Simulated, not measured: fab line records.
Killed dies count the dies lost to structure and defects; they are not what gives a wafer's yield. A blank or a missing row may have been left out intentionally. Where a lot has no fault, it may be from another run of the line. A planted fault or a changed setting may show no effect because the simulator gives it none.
Split-lot trial	flow berkeley-cmos170	route with 331 steps; 5 lots, 27 wafers read

## THE SPLIT ITSELF
At UCB170_V1_CVD_00 (deposits SiO2 from TEOS/O2, target thk 2000 nm, time 250 s), the setting time-s was moved away from the recipe's 250 s on 6 of the 27 wafers read, by -18.2% to +22.0%. All remaining wafers had this setting at the recipe value.

The file shows no step between the split and the reading.

## THE READING
V1_TEOS_THK (nm), taken at UCB170_V1_THK_MEAS_01. On this fab line, fault-free wafers typically give 1998 nm with a standard deviation of 27 nm.

wafer	tool, chamber at the split	time-s as run, s	against the recipe	V1_TEOS_THK, nm	against lot-mates on the recipe
L075.1	pecvd-04, 1	250	recipe	1970	-
L075.2	pecvd-04, 2	204.4	-18.2%	1641	-362
L075.3	pecvd-04, 0	204.4	-18.2%	1601	-402
L075.4	pecvd-04, 0	250	recipe	2013	-
L075.5	pecvd-04, 2	250	recipe	2025	-
L075.6	pecvd-04, 1	204.4	-18.2%	1640	-363
L078.2	pecvd-03, 1	250	recipe	1951	-
L078.3	pecvd-03, 2	250	recipe	1960	-
L078.5	pecvd-03, 0	250	recipe	2021	-
L076.1	pecvd-02, 2	250	recipe	1993	-
L076.2	pecvd-02, 1	250	recipe	1998	-
L076.3	pecvd-02, 2	250	recipe	2034	-
L076.4	pecvd-02, 1	250	recipe	2031	-
L076.5	pecvd-02, 1	250	recipe	2050	-
L076.6	pecvd-02, 2	250	recipe	2015	-
L080.1	pecvd-04, 1	305.1	+22.0%	2434	+406
L080.2	pecvd-04, 0	250	recipe	2006	-
L080.3	pecvd-04, 2	305.1	+22.0%	2473	+445
L080.4	pecvd-04, 1	305.1	+22.0%	2457	+429
L080.5	pecvd-04, 2	250	recipe	2046	-
L080.6	pecvd-04, 0	250	recipe	2033	-
L082.1	pecvd-04, 1	250	recipe	1941	-
L082.2	pecvd-04, 2	250	recipe	1959	-
L082.3	pecvd-04, 0	250	recipe	1970	-
L082.4	pecvd-04, 0	250	recipe	1974	-
L082.5	pecvd-04, 2	250	recipe	1998	-
L082.6	pecvd-04, 1	250	recipe	1992	-

FIT RESULTS
A straight line over all 27 wafers: V1_TEOS_THK changes by +20.6 nm for each +1% of time-s; r = +0.99; the points scatter about the line by 30 nm.
The same after taking each lot's own level away (the mean of its wafers on the recipe; 27 wafers): +19.9 nm for each +1%; r = +0.99; scatter 22 nm.
Per that fit: largest time-s move, reading shift of 4.4e+02 nm.
The lots' own levels span 1972.3 to 2028.3 nm, that is 2.1 times the standard deviation above.
So the lot-to-lot level changes the slope little: the two slopes agree.
Check: +444 nm against its lot-mates is what the line predicts for one of the wafers moved furthest among these (+22.0%) when that wafer is left out of the fit. It came out at +406 nm against them.

## ADDITIONAL SPLITS CARRIED BY THESE WAFERS
Before the reading, these wafers also passed through other splits. Each is held against what the fit with the lots' levels taken away leaves over:
other split on the same wafers	wafers away from the commonest value	r with V1_TEOS_THK (lot level and that fit taken away)
UCB170_NWELL_ETCH_13 target-depth-a	6	+0.00
UCB170_WELLDRIVE_OXIDATION_01 ox-time-s	21	+0.10
UCB170_SPACER_CVD_00 time-s	9	-0.13
UCB170_SILICIDE_SPUTTER_01 time-s	6	+0.21

## THE WHOLE CHAIN: every reading that the file lists as answering this split, in the file's order
step	what it does	reading	change (the file's fit)	r (the file's)
UCB170_V1_CVD_00	deposits SiO2 from TEOS/O2, target thk 2000 nm, time 250 s	SiO2_of_V1_CVD_00.thk-nm (the simulator's own value, which no gauge read)	+19.8 nm for each +1% of the setting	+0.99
UCB170_V1_THK_MEAS_01		V1_TEOS_THK	+19.8 for each +1% of the setting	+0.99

## THE FILE'S OWN FIT
V1_TEOS_THK changes by +19.8 nm for each +1% of time-s, r = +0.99.
